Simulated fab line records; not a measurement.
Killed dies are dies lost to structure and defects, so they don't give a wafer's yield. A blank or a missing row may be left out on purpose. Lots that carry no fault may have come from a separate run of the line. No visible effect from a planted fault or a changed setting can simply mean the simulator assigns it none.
Which of the tools did it?    flow berkeleyCmos170    21 wafers from 7 lots sampled at 3 of the route's 331 steps

WHAT THE GAUGES READ, wafer by wafer
UCB170_SPACER_THK_MEAS_01.
lot   measured      on            SPACER_TEOS_THK (nm)
L461  day 8 10:05   filmMetro-02  381 378 392
L463  day 9 03:24   filmMetro-02  374 376 376
L466  day 9 18:43   filmMetro-03  372 375 380
L468  day 10 03:02  filmMetro-01  375 378 391
L470  day 10 17:51  filmMetro-01  379 381 379
L474  day 10 22:50  filmMetro-01  351 363 359
L480  day 12 22:33  filmMetro-02  369 375 377

EACH LOT AND THE TOOL THAT RAN IT (in order: tool; ch and the chambers of the sampled wafers; start)
lot   UCB170_PLDD_STRIP_10                 UCB170_SPACER_CVD_00
L461  plasmaAsher-02 ch 0,1, day 8 07:32   pecvd-01 ch 0,1,2, day 8 10:02
L463  plasmaAsher-03 ch 0,1, day 9 01:23   pecvd-04 ch 0,1,2, day 9 03:21
L466  plasmaAsher-03 ch 0,1, day 9 16:40   pecvd-01 ch 0,2, day 9 18:40
L468  plasmaAsher-04 ch 0,1, day 10 00:32  pecvd-04 ch 0,1, day 10 02:59
L470  plasmaAsher-02 ch 0,1, day 10 15:50  pecvd-01 ch 0,1, day 10 17:49
L474  plasmaAsher-04 ch 0,1, day 10 20:08  pecvd-04 ch 0,1,2, day 10 22:48
L480  plasmaAsher-04 ch 0,1, day 12 19:32  pecvd-01 ch 1,2, day 12 22:31
- UCB170_PLDD_STRIP_10: strips in O2.
- UCB170_SPACER_CVD_00: deposits SiO2 from TEOS/O2, target thk 376 nm, time 47 s.

THE ANSWER, worked out from the rows above alone
Rule: the lots themselves supply what counts as usual. Put in order of their means at a reading, lots are off if they are a third of the lots or fewer, leave a main group of 4 or more, and stand apart from it by a gap of 3 or more times the standard deviation of the main group's means; of several such gaps the widest counts. If all means in a main group match to the digits the tables above print for the reading, that group is not used. Also off: a lot with no number at a reading for which 4 or more lots have one. The other lots that the step has rows for count as sound.
Off: L474, seen at UCB170_SPACER_THK_MEAS_01 (SPACER_TEOS_THK). For the main group the mean is 378 nm and the standard deviation 3.6.
If a tool, at a process step before that reading, ran all the lots that are off and no sound lot after the first of them, it fits. The gauges at UCB170_SPACER_THK_MEAS_01 are tried like those tools. This does not decide it: 2 tools fit, namely pecvd-04 at UCB170_SPACER_CVD_00 and filmMetro-01 at UCB170_SPACER_THK_MEAS_01.

WHAT WAS PUT IN BY THE SIMULATOR
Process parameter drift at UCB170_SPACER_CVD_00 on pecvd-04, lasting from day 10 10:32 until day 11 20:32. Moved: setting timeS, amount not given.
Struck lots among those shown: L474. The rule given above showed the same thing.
